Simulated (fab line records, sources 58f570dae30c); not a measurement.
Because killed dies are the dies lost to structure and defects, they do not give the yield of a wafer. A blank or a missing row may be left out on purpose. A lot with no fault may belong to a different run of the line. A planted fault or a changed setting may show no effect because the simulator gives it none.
Split-lot trial || flow berkeleyCmos170 || on a route of 331 steps: 5 lots, 23 wafers read

== SPLIT DETAILS ==
At UCB170_NWELL_CVD_04 (deposits Si3N4 from SiH2Cl2/NH3, target thk 224 nm, time 3360 s), the setting timeS was moved away from the recipe's 3360 s on 20 of the 23 wafers read, by -9.9% to +11.8%. The other wafers ran this setting at the recipe's value.

== FROM THE SPLIT TO THE READING: what the file shows between them, 2 steps ==
- UCB170_NWELL_THK_MEAS_05
- UCB170_NWELL_DEVELOP_11: develop time 45 s (also split here: devTempC)

== THE READING ==
oesProductAu, in a.u., at UCB170_NWELL_ETCH_13 (etches Si3N4 in CH3F/Ar/O2, stops on SiO2, target depth 246.4 nm, time 154 s). Fault-free wafers of this fab line usually give 0.946 a.u., standard deviation 0.016 a.u.

{"wafer": "L075.1", "tool, chamber at the split": "-, -", "timeS as run, s": 3757, "against the recipe": "+11.8%", "oesProductAu, a.u.": 0.978, "against lot-mates on the recipe": "no lot-mate on the recipe"}
{"wafer": "L075.2", "tool, chamber at the split": "-, -", "timeS as run, s": 3757, "against the recipe": "+11.8%", "oesProductAu, a.u.": 0.980, "against lot-mates on the recipe": "no lot-mate on the recipe"}
{"wafer": "L075.3", "tool, chamber at the split": "-, -", "timeS as run, s": 3757, "against the recipe": "+11.8%", "oesProductAu, a.u.": 0.990, "against lot-mates on the recipe": "no lot-mate on the recipe"}
{"wafer": "L075.4", "tool, chamber at the split": "-, -", "timeS as run, s": 3757, "against the recipe": "+11.8%", "oesProductAu, a.u.": 0.984, "against lot-mates on the recipe": "no lot-mate on the recipe"}
{"wafer": "L075.5", "tool, chamber at the split": "-, -", "timeS as run, s": 3757, "against the recipe": "+11.8%", "oesProductAu, a.u.": 0.977, "against lot-mates on the recipe": "no lot-mate on the recipe"}
{"wafer": "L079.1", "tool, chamber at the split": "-, -", "timeS as run, s": 3701, "against the recipe": "+10.1%", "oesProductAu, a.u.": 0.984, "against lot-mates on the recipe": "no lot-mate on the recipe"}
{"wafer": "L079.2", "tool, chamber at the split": "-, -", "timeS as run, s": 3701, "against the recipe": "+10.1%", "oesProductAu, a.u.": 1.014, "against lot-mates on the recipe": "no lot-mate on the recipe"}
{"wafer": "L079.3", "tool, chamber at the split": "-, -", "timeS as run, s": 3701, "against the recipe": "+10.1%", "oesProductAu, a.u.": 0.992, "against lot-mates on the recipe": "no lot-mate on the recipe"}
{"wafer": "L079.4", "tool, chamber at the split": "-, -", "timeS as run, s": 3701, "against the recipe": "+10.1%", "oesProductAu, a.u.": 1.009, "against lot-mates on the recipe": "no lot-mate on the recipe"}
{"wafer": "L079.5", "tool, chamber at the split": "-, -", "timeS as run, s": 3701, "against the recipe": "+10.1%", "oesProductAu, a.u.": 0.989, "against lot-mates on the recipe": "no lot-mate on the recipe"}
{"wafer": "L080.2", "tool, chamber at the split": "-, -", "timeS as run, s": 3055, "against the recipe": "-9.1%", "oesProductAu, a.u.": 0.881, "against lot-mates on the recipe": "no lot-mate on the recipe"}
{"wafer": "L080.3", "tool, chamber at the split": "-, -", "timeS as run, s": 3055, "against the recipe": "-9.1%", "oesProductAu, a.u.": 0.867, "against lot-mates on the recipe": "no lot-mate on the recipe"}
{"wafer": "L080.4", "tool, chamber at the split": "-, -", "timeS as run, s": 3055, "against the recipe": "-9.1%", "oesProductAu, a.u.": 0.877, "against lot-mates on the recipe": "no lot-mate on the recipe"}
{"wafer": "L080.5", "tool, chamber at the split": "-, -", "timeS as run, s": 3055, "against the recipe": "-9.1%", "oesProductAu, a.u.": 0.867, "against lot-mates on the recipe": "no lot-mate on the recipe"}
{"wafer": "L080.6", "tool, chamber at the split": "-, -", "timeS as run, s": 3055, "against the recipe": "-9.1%", "oesProductAu, a.u.": 0.878, "against lot-mates on the recipe": "no lot-mate on the recipe"}
{"wafer": "L082.2", "tool, chamber at the split": "lpcvd-02, 0", "timeS as run, s": 3360, "against the recipe": "recipe", "oesProductAu, a.u.": 0.959, "against lot-mates on the recipe": "-"}
{"wafer": "L082.4", "tool, chamber at the split": "lpcvd-02, 0", "timeS as run, s": 3360, "against the recipe": "recipe", "oesProductAu, a.u.": 0.936, "against lot-mates on the recipe": "-"}
{"wafer": "L082.6", "tool, chamber at the split": "lpcvd-02, 0", "timeS as run, s": 3360, "against the recipe": "recipe", "oesProductAu, a.u.": 0.956, "against lot-mates on the recipe": "-"}
{"wafer": "L085.2", "tool, chamber at the split": "-, -", "timeS as run, s": 3026, "against the recipe": "-9.9%", "oesProductAu, a.u.": 0.895, "against lot-mates on the recipe": "no lot-mate on the recipe"}
{"wafer": "L085.3", "tool, chamber at the split": "-, -", "timeS as run, s": 3026, "against the recipe": "-9.9%", "oesProductAu, a.u.": 0.893, "against lot-mates on the recipe": "no lot-mate on the recipe"}
{"wafer": "L085.4", "tool, chamber at the split": "-, -", "timeS as run, s": 3026, "against the recipe": "-9.9%", "oesProductAu, a.u.": 0.898, "against lot-mates on the recipe": "no lot-mate on the recipe"}
{"wafer": "L085.5", "tool, chamber at the split": "-, -", "timeS as run, s": 3026, "against the recipe": "-9.9%", "oesProductAu, a.u.": 0.889, "against lot-mates on the recipe": "no lot-mate on the recipe"}
{"wafer": "L085.6", "tool, chamber at the split": "-, -", "timeS as run, s": 3026, "against the recipe": "-9.9%", "oesProductAu, a.u.": 0.908, "against lot-mates on the recipe": "no lot-mate on the recipe"}

FIT RESULTS
A straight line over all 23 wafers: oesProductAu changes by +0.005 a.u. for each +1% of timeS; r = +0.95; the points scatter about the line by 0.016 a.u.
Too few moved wafers with a lot-mate on the recipe to fit a line net of each lot's own level.

== THE WHOLE CHAIN: every reading that the file lists as answering this split, in the file's order ==
{"step": "UCB170_NWELL_CVD_04", "what it does": "deposits Si3N4 from SiH2Cl2/NH3, target thk 224 nm, time 3360 s", "reading": "Si3N4_of_NWELL_CVD_04.thkNm (the simulator's own value, which no gauge read)", "change (the file's fit)": "+2.24 nm for each +1% of the setting", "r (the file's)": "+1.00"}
{"step": "UCB170_NWELL_THK_MEAS_05", "what it does": "", "reading": "NWELL_NITRIDE_THK", "change (the file's fit)": "+2.24 for each +1% of the setting", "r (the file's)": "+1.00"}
{"step": "UCB170_NWELL_ETCH_13", "what it does": "etches Si3N4 in CH3F/Ar/O2, stops on SiO2, target depth 246.4 nm, time 154 s", "reading": "oesProductAu", "change (the file's fit)": "+0.00501 a.u. for each +1% of the setting", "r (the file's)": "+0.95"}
{"step": "UCB170_NWELL_ETCH_13", "what it does": "etches Si3N4 in CH3F/Ar/O2, stops on SiO2, target depth 246.4 nm, time 154 s", "reading": "etch.depthNm (the simulator's own value, which no gauge read)", "change (the file's fit)": "+2.13 nm for each +1% of the setting", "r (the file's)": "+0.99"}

== FILE'S OWN FIT ==
oesProductAu changes by +0.00501 a.u. for each +1% of timeS, r = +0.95.
